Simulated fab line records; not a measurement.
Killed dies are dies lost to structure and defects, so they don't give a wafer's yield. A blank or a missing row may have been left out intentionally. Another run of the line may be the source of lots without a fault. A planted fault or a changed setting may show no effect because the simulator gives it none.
Matching of chambers :: flow berkeley cmos170 :: 4 sister chambers for UCB170_GATE_ETCH_15 on rie si-02
The step etches poly-Si in HBr/Cl2, stops on SiO2, time 56.3 s, target depth 278.2 nm. 14 wafers are shown with their chamber, then 7 later ones without.

== WAFERS, EACH WITH ITS CHAMBER ==
wafer: L584.2
chamber: 2
drypump motor current A (A): 4.8
throttle valve pct (%): 25.88
oes product au (a.u.): 0.816

wafer: L584.3
chamber: 1
drypump motor current A (A): 5.2
throttle valve pct (%): 26.32
oes product au (a.u.): 0.838

wafer: L584.5
chamber: 0
drypump motor current A (A): 6.2
throttle valve pct (%): 26.52
oes product au (a.u.): 0.805

wafer: L587.1
chamber: 1
drypump motor current A (A): 5.2
throttle valve pct (%): 26.30
oes product au (a.u.): 0.833

wafer: L587.3
chamber: 3
drypump motor current A (A): 5.4
throttle valve pct (%): 26.41
oes product au (a.u.): 0.820

wafer: L587.4
chamber: 2
drypump motor current A (A): 4.7
throttle valve pct (%): 25.87
oes product au (a.u.): 0.815

wafer: L590.2
chamber: 2
drypump motor current A (A): 4.7
throttle valve pct (%): 25.86
oes product au (a.u.): 0.823

wafer: L590.3
chamber: 1
drypump motor current A (A): 5.2
throttle valve pct (%): 26.31
oes product au (a.u.): 0.836

wafer: L590.5
chamber: 1
drypump motor current A (A): 5.2
throttle valve pct (%): 26.34
oes product au (a.u.): 0.833

wafer: L594.1
chamber: 2
drypump motor current A (A): 4.7
throttle valve pct (%): 25.87
oes product au (a.u.): 0.829

wafer: L594.3
chamber: 0
drypump motor current A (A): 6.2
throttle valve pct (%): 26.59
oes product au (a.u.): 0.822

wafer: L594.6
chamber: 3
drypump motor current A (A): 5.4
throttle valve pct (%): 26.41
oes product au (a.u.): 0.836

wafer: L592.2
chamber: 3
drypump motor current A (A): 5.4
throttle valve pct (%): 26.42
oes product au (a.u.): 0.827

wafer: L592.4
chamber: 0
drypump motor current A (A): 6.2
throttle valve pct (%): 26.60
oes product au (a.u.): 0.814

SIGNATURES (means of the wafers above)
reading: drypump motor current A
chamber 0: 6.200
chamber 1: 5.200
chamber 2: 4.725
chamber 3: 5.400
scatter within a chamber: 0.0274

reading: throttle valve pct
chamber 0: 26.5700
chamber 1: 26.3175
chamber 2: 25.8700
chamber 3: 26.4133
scatter within a chamber: 0.0222

reading: oes product au
chamber 0: 0.81367
chamber 1: 0.83500
chamber 2: 0.82075
chamber 3: 0.82767
scatter within a chamber: 0.00648
Rule: for a wafer and a chamber, the distance is found by dividing, reading by reading, the gap between the wafer's reading and the chamber's mean by the reading's scatter, squaring, summing and taking the root. If the next closest chamber is less than 2 further off than the closest, the wafer can't be placed; otherwise it belongs to the closest. How the scatter is found: for the shown wafers, subtract from each reading the mean of its chamber, square and add these, divide the total by (wafers less chambers), then take the root.

== WAFERS WITH NO CHAMBER GIVEN ==
wafer: L592.5
drypump motor current A (A): 5.2
throttle valve pct (%): 26.32
oes product au (a.u.): 0.829

wafer: L597.2
drypump motor current A (A): 5.4
throttle valve pct (%): 26.42
oes product au (a.u.): 0.819

wafer: L597.3
drypump motor current A (A): 5.2
throttle valve pct (%): 26.33
oes product au (a.u.): 0.826

wafer: L597.5
drypump motor current A (A): 6.2
throttle valve pct (%): 26.58
oes product au (a.u.): 0.815

wafer: L598.1
drypump motor current A (A): 6.2
throttle valve pct (%): 26.59
oes product au (a.u.): 0.810

wafer: L598.2
drypump motor current A (A): 5.2
throttle valve pct (%): 26.32
oes product au (a.u.): 0.829

wafer: L598.3
drypump motor current A (A): 4.7
throttle valve pct (%): 25.88
oes product au (a.u.): 0.818

== CHAMBER TAKEN BY EACH ==
wafer: L592.5
from the rows above: 1
in truth: 1

wafer: L597.2
from the rows above: 3
in truth: 3

wafer: L597.3
from the rows above: 1
in truth: 1

wafer: L597.5
from the rows above: 0
in truth: 0

wafer: L598.1
from the rows above: 0
in truth: 0

wafer: L598.2
from the rows above: 1
in truth: 1

wafer: L598.3
from the rows above: 2
in truth: 2
Correctly placed: 7 of 7. From these rows, 0 cannot be placed. Placed wrongly: 0.
